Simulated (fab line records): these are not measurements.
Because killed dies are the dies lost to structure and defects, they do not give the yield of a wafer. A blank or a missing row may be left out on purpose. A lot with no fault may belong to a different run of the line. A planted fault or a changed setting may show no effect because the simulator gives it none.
Matching of chambers | flow rit cmos | 4 sister chambers for RIT_CONTACT_ETCH_11 on rie diel-02
The step etches SiO2 in CHF3/CF4/Ar, stops on TiSi2, target depth 480 nm, time 320 s. 8 wafers are shown with their chamber, then 7 later ones without.

## WAFERS PAIRED WITH THEIR CHAMBERS
wafer  | chamber | drypump motor current A (A) | throttle valve pct (%)
L323.2 | 3       | 6.05                        | 8.89
L329.4 | 0       | 5.45                        | 8.98
L329.5 | 0       | 5.48                        | 8.96
L331.1 | 1       | 5.58                        | 8.88
L331.5 | 2       | 5.82                        | 8.66
L331.6 | 1       | 5.56                        | 8.87
L334.2 | 2       | 5.84                        | 8.69
L334.5 | 3       | 6.02                        | 8.91

## WAFERS WHOSE CHAMBER IS MISSING
wafer  | drypump motor current A (A) | throttle valve pct (%)
L334.6 | 5.82                        | 8.68
L338.4 | 6.03                        | 8.90
L338.5 | 5.85                        | 8.67
L338.6 | 6.01                        | 8.90
L344.1 | 6.04                        | 8.89
L344.3 | 5.59                        | 8.87
L344.6 | 5.60                        | 8.88

## CHAMBER TAKEN BY EACH
wafer  | from the rows above | in truth
L334.6 | 2                   | 2
L338.4 | 3                   | 3
L338.5 | 2                   | 2
L338.6 | 3                   | 3
L344.1 | 3                   | 3
L344.3 | 1                   | 1
L344.6 | 1                   | 1
Correct placement for 7 of the 7. Not placeable from these rows: 0. Wrongly placed: 0.
How it was worked out, from the rows above alone: a wafer's distance from a chamber is the root of the sum, over the readings, of the square of ((its reading less the chamber's mean) divided by the reading's scatter). If the next closest chamber is less than 2 further off than the closest, the wafer can't be placed; otherwise it belongs to the closest. The mean given for a chamber averages the wafers shown for that chamber. The scatter: the root of (the sum of the squares of (reading less its chamber's mean) over the shown wafers, divided by (wafers less chambers)).
